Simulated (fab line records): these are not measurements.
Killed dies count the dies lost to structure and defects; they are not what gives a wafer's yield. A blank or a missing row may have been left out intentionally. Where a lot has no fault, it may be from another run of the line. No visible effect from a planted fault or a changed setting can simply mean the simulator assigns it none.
Which tool was responsible? | flow rit_cmos | Sampling: 15 lots, 45 wafers, 4 of 202 route steps

== WHAT THE GAUGES SHOWED, per wafer ==
RIT_ACTIVE_THK_MEAS_04. Usual: ACTIVE_NITRIDE_THK 149.7 nm, standard deviation 1.3.
lot  | measured    | on            | ACTIVE_NITRIDE_THK (nm) | flag
L241 | day 1 13:32 | film_metro-03 | 148.6 149.1 148.3       |
L242 | day 1 19:20 | film_metro-01 | 150.8 150.7 151.0       |
L243 | day 2 01:50 | film_metro-01 | 149.9 149.1 150.1       |
L244 | day 2 04:44 | film_metro-03 | 149.5 149.0 150.3       |
L245 | day 2 11:08 | film_metro-02 | 149.8 150.5 149.8       |
L246 | day 2 14:32 | film_metro-02 | 151.9 150.9 149.4       |
L247 | day 2 20:24 | film_metro-03 | 149.5 149.9 149.1       |
L251 | day 3 17:13 | film_metro-01 | 122.2 121.9 120.6       | OFF
L252 | day 3 20:32 | film_metro-03 | 121.5 120.7 120.1       | OFF
L253 | day 4 02:14 | film_metro-02 | 150.0 149.7 149.1       |
L254 | day 4 07:25 | film_metro-02 | 120.2 121.2 120.5       | OFF
L256 | day 4 16:32 | film_metro-02 | 147.1 146.2 147.7       |
L258 | day 5 02:32 | film_metro-02 | 149.2 149.8 148.4       |
L260 | day 5 13:14 | film_metro-01 | 150.3 150.4 151.1       |
L263 | day 6 03:32 | film_metro-02 | 148.0 148.0 147.5       |

RIT_FOX1_THK_MEAS_01. Usual: FOX1_OXIDE_THK 366 nm, standard deviation 5.3.
lot  | measured    | on            | FOX1_OXIDE_THK (nm) | flag
L241 | day 1 16:56 | film_metro-02 | 372 371 366         |
L242 | day 1 23:55 | film_metro-01 | 359 359 353         |
L243 | day 2 06:19 | film_metro-02 | 367 367 366         |
L244 | day 2 09:07 | film_metro-02 | 366 359 364         |
L245 | day 2 14:26 | film_metro-04 | 366 372 371         |
L246 | day 2 18:36 | film_metro-04 | 374 370 366         |
L247 | day 3 02:52 | film_metro-01 | 363 361 365         |
L251 | day 3 20:32 | film_metro-01 | 370 373 369         |
L252 | day 4 00:11 | film_metro-02 | 368 363 366         |
L253 | day 4 05:32 | film_metro-01 | 365 355 359         |
L254 | day 4 10:53 | film_metro-02 | 363 356 362         |
L256 | day 4 19:51 | film_metro-02 | 370 362 358         |
L258 | day 5 05:57 | film_metro-04 | 361 358 360         |
L260 | day 5 16:32 | film_metro-02 | 371 367 372         |
L263 | day 6 07:06 | film_metro-01 | 371 373 369         |

== WHAT TOOL EACH LOT RAN ON (gives the tool, then ch and the chambers of the sampled wafers, and finally the start) ==
lot  | RIT_ACTIVE_CVD_03          | RIT_ACTIVE_ETCH_13
L241 | lpcvd-01 ch 0, day 1 12:07 | rie_diel-03 ch 0,2,3, day 1 14:50
L242 | lpcvd-02 ch 1, day 1 17:55 | rie_diel-02 ch 0,2, day 1 20:31
L243 | lpcvd-01 ch 0, day 2 00:24 | rie_diel-04 ch 0,1,3, day 2 03:00
L244 | lpcvd-02 ch 1, day 2 03:18 | rie_diel-04 ch 1,2,3, day 2 05:56
L245 | lpcvd-01 ch 0, day 2 09:43 | rie_diel-02 ch 0,1,2, day 2 12:19
L246 | lpcvd-01 ch 1, day 2 13:07 | rie_diel-04 ch 0,3, day 2 15:43
L247 | lpcvd-01 ch 0, day 2 18:59 | rie_diel-04 ch 0,1,3, day 2 21:46
L251 | lpcvd-02 ch 1, day 3 15:47 | rie_diel-04 ch 0,1,3, day 3 18:25
L252 | lpcvd-02 ch 1, day 3 19:07 | rie_diel-02 ch 2,3, day 3 22:04
L253 | lpcvd-01 ch 0, day 4 00:07 | rie_diel-04 ch 0,2,3, day 4 03:25
L254 | lpcvd-02 ch 1, day 4 05:17 | rie_diel-02 ch 1,2, day 4 08:35
L256 | lpcvd-01 ch 1, day 4 15:07 | rie_diel-04 ch 1,2,3, day 4 17:43
L258 | lpcvd-01 ch 0, day 5 01:07 | rie_diel-04 ch 0,1, day 5 03:50
L260 | lpcvd-01 ch 1, day 5 11:07 | rie_diel-04 ch 0,1, day 5 14:25
L263 | lpcvd-01 ch 1, day 6 02:07 | rie_diel-04 ch 1,2, day 6 04:50
- RIT_ACTIVE_CVD_03: deposits Si3N4 from SiH2Cl2/NH3, target thk 150 nm, time 1500 s.
- RIT_ACTIVE_ETCH_13: etches Si3N4 in SF6, stops on SiO2, time 210 s, target depth 210 nm.

== AS READ BY THE TOOLS THEMSELVES (means over the sampled wafers that have a number; for cases with no such wafer, the mark the record gives instead) ==
RIT_ACTIVE_ETCH_13. Usual: drypump_motor_current_A 5.8 A, standard deviation 0.39; oes_product_au 0.815 a.u., standard deviation 0.012; throttle_valve_pct 7.48 %, standard deviation 0.15.
lot  | tool        | drypump_motor_current_A (A) | oes_product_au (a.u.) | throttle_valve_pct (%) | flag
L241 | rie_diel-03 | 5.9                         | 0.813                 | 7.50                   |
L242 | rie_diel-02 | 5.2                         | 0.823                 | 7.56                   |
L243 | rie_diel-04 | 5.7                         | 0.811                 | 7.50                   |
L244 | rie_diel-04 | 5.8                         | 0.814                 | 7.49                   |
L245 | rie_diel-02 | 5.6                         | 0.824                 | 7.47                   |
L246 | rie_diel-04 | 5.6                         | 0.809                 | 7.38                   |
L247 | rie_diel-04 | 5.7                         | 0.810                 | 7.50                   |
L251 | rie_diel-04 | 5.7                         | 0.730                 | 7.50                   | OFF
L252 | rie_diel-02 | 5.6                         | 0.733                 | 7.65                   | OFF
L253 | rie_diel-04 | 5.8                         | 0.806                 | 7.38                   |
L254 | rie_diel-02 | 6.2                         | 0.735                 | 7.48                   | OFF
L256 | rie_diel-04 | 5.8                         | 0.805                 | 7.49                   |
L258 | rie_diel-04 | 5.7                         | 0.822                 | 7.63                   |
L260 | rie_diel-04 | 5.8                         | 0.817                 | 7.52                   |
L263 | rie_diel-04 | 6.0                         | 0.815                 | 7.48                   |

== THE ANSWER, worked out from the rows above alone ==
Rule: a lot counts as off when the mean over its wafers that have a number is more than 3 standard deviations away from the usual mean. Also off: a lot with no number at a reading for which 4 or more lots have one. Any other lot the step has rows for is counted as sound. First the gauges in route order, then the tools' own readings, where a lot's mean is used as printed above. At the first step where some lot is off, the reading lying furthest off is the one used; lots without a number count as furthest.
Off: L251, L252, L254, seen at RIT_ACTIVE_THK_MEAS_04 (ACTIVE_NITRIDE_THK).
A tool fits if, at a process step before that reading, it ran every lot that is off, and no sound lot after the first of them. Not tried: the gauges at RIT_ACTIVE_THK_MEAS_04; whatever is off there is also off at RIT_ACTIVE_ETCH_13, on other tools, and gauge error can't account for it. One candidate fits, namely lpcvd-02 at RIT_ACTIVE_CVD_03. A fault onset in the window from L244 (day 2 03:18, its last sound lot) to L251 (day 3 15:47, its first lot off) fits.

== WHAT HAD BEEN PUT IN BY THE SIMULATOR ==
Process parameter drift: lpcvd-02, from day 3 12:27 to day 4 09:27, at RIT_ACTIVE_CVD_03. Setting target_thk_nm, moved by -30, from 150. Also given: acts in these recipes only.
Struck lots among those shown: L251, L252, L254. Same finding as the rule above.
